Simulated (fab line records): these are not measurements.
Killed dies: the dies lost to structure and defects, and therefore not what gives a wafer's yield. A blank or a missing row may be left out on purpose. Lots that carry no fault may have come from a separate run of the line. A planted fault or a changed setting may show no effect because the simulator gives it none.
A lot that was struck, set against a sound lot + flow berkeley-cmos170 + 18 out of 331 route steps
Sound: these wafers, L219.1, L219.2, L219.3. Wafers struck: L231.1, L231.2, L231.3. The cause comes at the end.
Each step with rows lists, per side, the tool, then ch with its chambers, then its first start. Under that, the readings that differ: sound wafers + struck wafers + difference of the means + sigmas: that difference in standard deviations of wafers without a fault.
alike: readings with means less than 2 such deviations apart, plus words and numbers identical on both sides. not compared: withheld readings, readings lacking a value on some wafer, bounds such as >300 that could conceal the same value, and numbers that have no deviation in the record and whose values overlap.
A row with sigmas, a row that says differs or no value, or rows on one side alone: a step with any of these is where the two part. Numbers that have no deviation but don't overlap get no sigmas and don't part them. Lack of a reading on every wafer of one side parts them only where that side has two or more wafers.

first, 2 steps without rows for these wafers: UCB170_NLDD_IMPLANT_08; UCB170_NLDD_IMPLANT_09.
UCB170_NLDD_STRIP_10: strips in O2.
  sound on plasma-asher-03 ch 0,1, day 7 19:04; struck on plasma-asher-04 ch 0,1, day 10 08:31
| reading                      | sound             | struck            | difference | sigmas |
|------------------------------|-------------------|-------------------|------------|--------|
| strip-time-to-endpoint-s (s) | 21.54 21.54 21.55 | 21.65 21.70 21.67 | +0.13      | +2     |
  alike: drypump-motor-current-A, oes-product-au
  not compared: rf-hours-counter-h
UCB170_NLDD_TW_MEAS_11:
  sound on film-metro-01 at day 7 19:10; struck on film-metro-01 at day 10 08:37
  alike: NLDD_TW
then, 1 step without rows for these wafers: UCB170_NLDD_CLEAN_12 (cleans in SPM, time 600 s).
UCB170_SPACER_CVD_00: deposits SiO2 from TEOS/O2, target thk 376 nm, time 47 s.
  sound on pecvd-02 ch 0,1,2, day 7 19:24; struck on pecvd-02 ch 0,1,2, day 10 10:13
  alike: heater-power-w
UCB170_SPACER_THK_MEAS_01:
  sound on film-metro-03 at day 7 19:26; struck on film-metro-04 at day 10 10:16
  alike: SPACER_TEOS_THK
then, 1 step without rows for these wafers: UCB170_SPACER_ANNEAL_02 (time 1800 s).
UCB170_SPACER_ETCHBACK_03: etches SiO2 in CHF3/CF4/Ar, stops on Si, target depth 376 nm, time 100 s.
  sound on rie-diel-03 ch 1,2,3, day 8 03:38; struck on rie-diel-04 ch 1,2,3, day 10 13:32
  alike: drypump-motor-current-A, oes-product-au, throttle-valve-pct
  not compared: rf-hours-counter-h
then, 3 steps without rows for these wafers: UCB170_PSD_HMDS_00 (prime time 60 s); UCB170_PSD_COAT_01 (resist thk 900 nm); UCB170_PSD_SOFTBAKE_02 (time 60 s).
UCB170_PSD_EXPOSE_03: exposes mask PSELECT MOD, target cd 1200 nm.
  sound on krf-scanner-01 ch 0, day 8 04:17; struck on krf-scanner-01 ch 0, day 10 14:47
| reading              | sound             | struck            | difference | sigmas |
|----------------------|-------------------|-------------------|------------|--------|
| exposure-dose-mJ-cm2 | 30.01 30.04 30.02 | 30.86 30.89 30.92 | +0.87      | +29    |
  alike: mask
then, 2 steps without rows for these wafers: UCB170_PSD_PEB_04; UCB170_PSD_DEVELOP_05 (develop time 45 s).
UCB170_PSD_CD_MEAS_06 targets a cd of 1200 nm.
  sound on cd-sem-01 at day 8 04:40; struck on cd-sem-01 at day 10 15:49
| reading    | sound                | struck               | difference | sigmas |
|------------|----------------------|----------------------|------------|--------|
| cd-nm (nm) | 1197.2 1198.0 1197.6 | 1204.3 1205.2 1205.0 | +7.2       | +5     |
UCB170_PSD_OVL_MEAS_07:
  sound on overlay-02 at day 8 04:47; struck on overlay-02 at day 10 15:56
  alike: PSD_OVL
UCB170_M3_PROBE_99:
  the record has rows for the sound wafers here (prober-02, day 9 07:18) and none for the struck ones

WHERE THEY PART
Earliest at UCB170_NLDD_STRIP_10; latest, in this record, at UCB170_M3_PROBE_99.

WHY: the cause the simulator had injected
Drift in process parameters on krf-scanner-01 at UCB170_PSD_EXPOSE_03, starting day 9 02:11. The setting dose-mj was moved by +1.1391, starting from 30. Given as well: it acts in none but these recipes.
